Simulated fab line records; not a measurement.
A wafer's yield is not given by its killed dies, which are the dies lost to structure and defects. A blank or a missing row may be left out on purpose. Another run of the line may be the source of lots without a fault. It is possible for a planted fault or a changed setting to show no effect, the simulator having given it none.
Check for tools in common | flow berkeley cmos170 | 40 wafers sampled across 14 lots

## WHAT PROMPTED THE OPENING
2 of 14 lots carry a flag on the reading M1_AL_RS at UCB170_M1_RS_MEAS_01. Wafers without a fault read 0.0467 ohm/sq, standard deviation 0.00051.
Rule: flag the lot when none of its wafers has a number, or when each of its wafers that has one lies beyond 4 standard deviations from that mean. All remaining lots are regarded as sound.

lot  | measured     | on            | M1_AL_RS (ohm/sq), wafer by wafer | flag
L583 | day 7 13:32  | film metro-04 | 0.0468 0.0463 0.0466              |
L584 | day 7 14:32  | film metro-02 | 0.0463 0.0468 0.0462              |
L588 | day 8 02:25  | film metro-02 | 0.0456 0.0463 0.0457              |
L589 | day 8 10:42  | film metro-02 | 0.0471 0.0476 0.0473              |
L591 | day 9 06:39  | film metro-03 | 0.0466 0.0461 0.0466              |
L592 | day 9 12:49  | film metro-03 | 0.0469 0.0466 0.0465              |
L594 | day 9 19:13  | film metro-03 | 0.0468 0.0461 0.0461              |
L595 | day 9 20:11  | film metro-02 | 0.0458 0.0469 0.0467              |
L597 | day 10 08:48 | film metro-02 | 0.0468 0.0460 0.0468              |
L599 | day 10 09:10 | film metro-03 | 0.0468 0.0467 0.0470              |
L598 | day 10 09:11 | film metro-02 | 0.0454 0.0460 0.0463              |
L596 | day 10 09:46 | film metro-03 | 0.1312 0.1315                     | FLAGGED
L600 | day 11 03:21 | film metro-02 | 0.0469 0.0466 0.0470              |
L602 | day 11 04:31 | film metro-04 | 0.1303 0.1304                     | FLAGGED
Averaged over the flagged lots the numbers come to 0.1308 ohm/sq, +0.0842 ohm/sq from the usual (+99 or more standard deviations).

## EACH LOT AND THE TOOL IT RAN ON
The record keeps 1 process step preceding the reading, out of 331 steps on the route. Every cell lists first the tool, next ch and the chambers used by the sampled wafers, and last the start.
lot  | flag    | UCB170_M1_SPUTTER_00
L583 |         | pvd sputter-04, day 7 13:28
L584 |         | pvd sputter-03, day 7 14:28
L588 |         | pvd sputter-04, day 8 02:19
L589 |         | pvd sputter-01, day 8 10:38
L591 |         | pvd sputter-03, day 9 06:33
L592 |         | pvd sputter-03, day 9 12:44
L594 |         | pvd sputter-01, day 9 19:09
L595 |         | pvd sputter-04, day 9 20:07
L597 |         | pvd sputter-04, day 10 08:44
L599 |         | pvd sputter-03, day 10 09:07
L598 |         | pvd sputter-01, day 10 09:07
L596 | FLAGGED | pvd sputter-04, day 10 09:40
L600 |         | pvd sputter-03, day 11 03:16
L602 | FLAGGED | pvd sputter-04, day 11 04:23
What is done by these steps:
- UCB170_M1_SPUTTER_00: material Al, target thk 600 nm, time 80 s.
- UCB170_M1_RS_MEAS_01: measures by four-point-probe.

## FLAGGED AGAINST TOTAL, ONE TOOL AT A TIME (gauges that did the reading follow at the end)
step                 | tool           | lots run | flagged | share of the flagged lots | sound lots run after its first flagged lot
UCB170_M1_SPUTTER_00 | pvd sputter-01 | 3        | 0       | none                      | -
UCB170_M1_SPUTTER_00 | pvd sputter-03 | 5        | 0       | none                      | -
UCB170_M1_SPUTTER_00 | pvd sputter-04 | 6        | 2       | all                       | 0
UCB170_M1_RS_MEAS_01 | film metro-02  | 7        | 0       | none                      | -
UCB170_M1_RS_MEAS_01 | film metro-03  | 5        | 1       | some                      | 0
UCB170_M1_RS_MEAS_01 | film metro-04  | 2        | 1       | some                      | 0

## WHAT IS ALLOWED BY THE TABLE
Rows of the table that ran each flagged lot: 1, that is pvd sputter-04 at UCB170_M1_SPUTTER_00.
- pvd sputter-04 at UCB170_M1_SPUTTER_00: 2 of its 6 lots flagged. Last sound lot L597 at day 10 08:44, first flagged lot L596 at day 10 09:40; a fault beginning in between fits.
One tool is left: pvd sputter-04 at UCB170_M1_SPUTTER_00.

## WHAT THE SIMULATOR HAD INSERTED
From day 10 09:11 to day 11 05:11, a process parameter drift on pvd sputter-04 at UCB170_M1_SPUTTER_00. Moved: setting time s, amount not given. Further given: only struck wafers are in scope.
Shown lots that were struck: L596, L602. The rule above found the same.
